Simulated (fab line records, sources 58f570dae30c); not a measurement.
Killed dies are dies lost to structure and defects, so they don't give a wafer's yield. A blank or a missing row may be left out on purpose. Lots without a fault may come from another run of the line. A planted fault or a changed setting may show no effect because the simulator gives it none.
Problem report in the 8D (eight disciplines) form, filled by code | flow berkeley_cmos170 | the parts of the form that need people (team, actions taken, sign-off) are left out

1. THE PROBLEM
bias_w at UCB170_M3_METAL_ETCH_18 reads a mean of 102.1 W on 2 wafers of 2 lots; wafers without a fault read 120.0 W with a standard deviation of 0.39. That is -46 standard deviations from the usual mean.
The step: etches Al in Cl2/BCl3, stops on SiO2, target depth 1170 nm, time 195 s.
First seen on wafer L727.6, day 10 14:34, on rie_metal-03. The record holds 42 wafers of 14 lots with a number at this step. Rule for "out", or "out of limits": more than 4 standard deviations from the usual mean. The other wafers with a number count as sound.

2. WHAT IT IS AND WHAT IT IS NOT
question                    | is                | is not
which readings at this step | bias_w            | drypump_motor_current_A, throttle_valve_pct
which lots                  | L727, L731        | L713, L715, L716, L717, L718, L719, L720, L721, L723, L732, L734, L735
which wafers of those lots  | L727.6, L731.1    | L727.2, L727.3, L731.2, L731.5
read on which tools         | rie_metal-03      | rie_metal-02, rie_metal-04
when                        | from day 10 14:34 | up to then (29 sound wafers); but 11 sound wafers of L731, L732, L734, L735 came after

3. SUSPECTS, AND WHAT RULES EACH OUT
Counting: a tool at a process step up to the reading stays a suspect if it ran every lot that is out. Sound lots after the first of them don't rule it out here, since some wafers of a struck lot are sound.
- rie_diel-02 at UCB170_V2_ETCH_14 (etches SiO2 in CHF3/CF4/Ar, stops on Al, target depth 1250 nm, time 291 s): kept. It ran every lot that is out, first L727 (day 10 11:13); its last sound lot up to then is L723 (day 9 12:44).
- rie_metal-03 at UCB170_M3_METAL_ETCH_18 (etches Al in Cl2/BCl3, stops on SiO2, target depth 1170 nm, time 195 s): kept. It ran every lot that is out, first L727 (day 10 14:34); its last sound lot up to then is L721 (day 9 20:16). Its own readings are out on those wafers: bias_w.
- Within rie_metal-03 at UCB170_M3_METAL_ETCH_18: the wafers that are out ran in chamber 1; their sound lot-mates ran in chamber 0.
Left after counting: rie_diel-02 at UCB170_V2_ETCH_14, rie_metal-03 at UCB170_M3_METAL_ETCH_18.

4. THE CAUSE (what the simulator had put in)
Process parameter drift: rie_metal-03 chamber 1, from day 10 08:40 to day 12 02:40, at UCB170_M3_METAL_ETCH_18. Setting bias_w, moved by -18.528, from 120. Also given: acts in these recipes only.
Counting left 2 suspects, and this tool is among them.

5. THE CHAIN OF EFFECTS, in route order
Each row: a reading whose mean over the struck wafers that have a number lies more than 3 standard deviations from the usual. Only readings for which the record gives a usual standard deviation are gone through. hours: the time from each lot's start at the first step in this table that gives one to its start at this step, as a median over the lots. sigmas: the change in usual standard deviations.
hours | step                    | reading | usual   | on struck wafers | change | sigmas
0     | UCB170_M3_METAL_ETCH_18 | bias_w  | 120.0 W | 102.1            | -17.9  | -46
The process steps in it:
- UCB170_M3_METAL_ETCH_18: etches Al in Cl2/BCl3, stops on SiO2, target depth 1170 nm, time 195 s.

6. WHAT WOULD HAVE CAUGHT IT SOONER
In this record the first reading out of limits was taken at day 10 14:34, 6 hours after the fault began at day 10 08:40.
